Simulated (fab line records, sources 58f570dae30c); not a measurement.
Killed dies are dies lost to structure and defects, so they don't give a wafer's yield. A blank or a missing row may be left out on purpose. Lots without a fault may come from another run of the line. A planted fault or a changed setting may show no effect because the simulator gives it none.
Split-lot experiment | flow berkeley_cmos170 | 5 lots, 23 wafers read, on a route of 331 steps

THE SPLIT
At UCB170_NSD_IMPLANT_08, the setting energy_kev was moved away from the recipe's 40 on 8 of the 23 wafers read, by -2.4% to -1.6%. The other wafers ran this setting at the recipe's value.

FROM THE SPLIT TO THE READING: what the file shows between them, 3 steps
- UCB170_NSD_STRIP_09: strips in O2
- UCB170_NSD_CLEAN_11: cleans in SPM, time 600 s
- UCB170_SDANNEAL_RTA_01: time 5 s

THE READING
NSD_RS, in ohm/sq, at UCB170_SDANNEAL_RS_MEAS_03 (measures by four-point-probe). Fault-free wafers of this fab line usually give 37.26 ohm/sq, standard deviation 0.084 ohm/sq.

wafer  | tool, chamber at the split | energy_kev as run | against the recipe | NSD_RS, ohm/sq | against lot-mates on the recipe
L075.1 | implanter-02, 0            | 39.19             | -2.0%              | 37.56          | +0.34
L075.2 | implanter-02, 0            | 40                | recipe             | 37.22          | -
L075.3 | implanter-02, 0            | 39.19             | -2.0%              | 37.51          | +0.29
L075.5 | implanter-02, 0            | 40                | recipe             | 37.17          | -
L075.6 | implanter-02, 0            | 40                | recipe             | 37.27          | -
L077.1 | implanter-04, 0            | 39.36             | -1.6%              | 37.43          | +0.17
L077.2 | implanter-04, 0            | 39.36             | -1.6%              | 37.52          | +0.26
L077.3 | implanter-04, 0            | 40                | recipe             | 37.23          | -
L077.4 | implanter-04, 0            | 39.36             | -1.6%              | 37.57          | +0.31
L077.5 | implanter-04, 0            | 40                | recipe             | 37.29          | -
L079.2 | implanter-02, 0            | 40                | recipe             | 37.31          | -
L079.3 | implanter-02, 0            | 40                | recipe             | 37.20          | -
L079.4 | implanter-02, 0            | 40                | recipe             | 37.34          | -
L083.1 | implanter-04, 0            | 40                | recipe             | 37.16          | -
L083.2 | implanter-04, 0            | 40                | recipe             | 37.14          | -
L083.3 | implanter-04, 0            | 40                | recipe             | 37.11          | -
L083.4 | implanter-04, 0            | 40                | recipe             | 37.25          | -
L083.5 | implanter-04, 0            | 40                | recipe             | 37.21          | -
L084.1 | implanter-02, 0            | 40                | recipe             | 37.30          | -
L084.2 | implanter-02, 0            | 39.02             | -2.4%              | 37.48          | +0.26
L084.3 | implanter-02, 0            | 40                | recipe             | 37.15          | -
L084.4 | implanter-02, 0            | 39.02             | -2.4%              | 37.52          | +0.30
L084.5 | implanter-02, 0            | 39.02             | -2.4%              | 37.49          | +0.27

THE FIT
A straight line over all 23 wafers: NSD_RS changes by -0.134 ohm/sq for each +1% of energy_kev; r = -0.89; the points scatter about the line by 0.071 ohm/sq.
The same after taking each lot's own level away (the mean of its wafers on the recipe; 23 wafers): -0.13 ohm/sq for each +1%; r = -0.92; scatter 0.058 ohm/sq.
On that fit, the largest move of energy_kev shifts the reading by 0.32 ohm/sq.
The lots' own levels span 37.174 to 37.283 ohm/sq, that is 1.3 times the standard deviation above.
So the lot-to-lot level changes the slope little: the two slopes agree.
Check: with one of the wafers moved furthest among these (-2.4%) left out of the fit, the line predicts +0.336 ohm/sq for it against its lot-mates. It came out at +0.255 ohm/sq against them.

OTHER SPLITS ON THESE WAFERS
These wafers also went through other splits before the reading. Each is held against what the fit with the lots' levels taken away leaves over:
other split on the same wafers         | wafers away from the commonest value | r with NSD_RS (lot level and that fit taken away)
UCB170_PWELL_OXIDATION_02 temp_c       | 18                                   | +0.14
UCB170_PWELL_IMPLANT_15 energy_kev     | 8                                    | +0.05
UCB170_SCREENOX_OXIDATION_01 ox_time_s | 15                                   | +0.24
UCB170_PVT_IMPLANT_07 energy_kev       | 11                                   | +0.04
UCB170_PVT_STRIP_08 o2_flow_sccm       | 5                                    | -0.03
UCB170_GATE_PEB_10 peb_temp_c          | 6                                    | +0.24
UCB170_NLDD_IMPLANT_08 energy_kev      | 10                                   | +0.26
UCB170_NSD_EXPOSE_03 dose_mj           | 6                                    | -0.01

THE WHOLE CHAIN: every reading that the file lists as answering this split, in the file's order
step                       | what it does                 | reading                                                         | change (the file's fit)              | r (the file's)
UCB170_NSD_IMPLANT_08      |                              | implant.drp_nm (the simulator's own value, which no gauge read) | +0.18 nm for each +1% of the setting | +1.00
UCB170_NSD_STRIP_09        | strips in O2                 | strip_time_to_endpoint_s                                        | withheld for each +1% of the setting | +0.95
UCB170_SDANNEAL_RS_MEAS_03 | measures by four-point-probe | NSD_RS                                                          | -0.134 for each +1% of the setting   | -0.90

THE FILE'S OWN FIT
NSD_RS changes by -0.134 ohm/sq for each +1% of energy_kev, r = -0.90.
